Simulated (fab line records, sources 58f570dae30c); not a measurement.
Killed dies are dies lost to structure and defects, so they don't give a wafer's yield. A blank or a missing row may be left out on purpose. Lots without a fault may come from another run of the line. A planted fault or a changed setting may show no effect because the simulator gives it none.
Chamber matching | flow berkeley_cmos170 | UCB170_V2_CVD_00 on pecvd-02: 3 sister chambers
The step deposits SiO2 from TEOS/O2, target thk 2000 nm, time 250 s. 14 wafers are shown with their chamber, then 7 later ones without.

WAFERS WITH THEIR CHAMBER
wafer  | chamber | heater_power_w (W) | pressure_mtorr (mTorr)
L707.1 | 0       | 299                | 8994
L707.3 | 1       | 231                | 8991
L707.5 | 0       | 209                | 8996
L713.1 | 0       | 214                | 8999
L713.3 | 2       | 212                | 8996
L713.5 | 2       | 266                | 8983
L714.1 | 2       | 276                | 9009
L714.4 | 2       | 186                | 8989
L714.6 | 1       | 176                | 9027
L720.1 | 2       | 194                | 8965
L720.3 | 1       | 194                | 8994
L720.4 | 1       | 253                | 8994
L718.2 | 2       | 238                | 9000
L718.3 | 0       | 289                | 8986

SIGNATURES (means of the wafers above)
reading        | chamber 0 | chamber 1 | chamber 2 | scatter within a chamber
heater_power_w | 252.75    | 213.50    | 228.67    | 39.9
pressure_mtorr | 8993.75   | 9001.50   | 8990.33   | 13.9
Rule: a wafer's distance from a chamber is the root of the sum, over the readings, of the square of ((its reading less the chamber's mean) divided by the reading's scatter). The wafer belongs to the nearest chamber; if the next one is less than 2 further off, it can't be placed. The scatter: the root of (the sum of the squares of (reading less its chamber's mean) over the shown wafers, divided by (wafers less chambers)).

WAFERS WITHOUT THEIR CHAMBER
wafer  | heater_power_w (W) | pressure_mtorr (mTorr)
L718.4 | 210                | 9013
L726.1 | 182                | 9042
L726.4 | 242                | 8995
L726.6 | 189                | 8999
L727.2 | 285                | 9022
L727.4 | 175                | 8998
L727.5 | 212                | 8971

WHICH CHAMBER EACH WENT THROUGH
wafer  | from the rows above          | in truth
L718.4 | can't be placed: 1 or 2 or 0 | 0
L726.1 | can't be placed: 1 or 2 or 0 | 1
L726.4 | can't be placed: 0 or 2 or 1 | 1
L726.6 | can't be placed: 1 or 2 or 0 | 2
L727.2 | can't be placed: 0 or 1 or 2 | 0
L727.4 | can't be placed: 1 or 2 or 0 | 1
L727.5 | can't be placed: 2 or 0 or 1 | 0
Placed correctly: 0 of 7. Can't be placed from these rows: 7 (the true chamber is among the candidates in 7). Placed wrongly: 0.
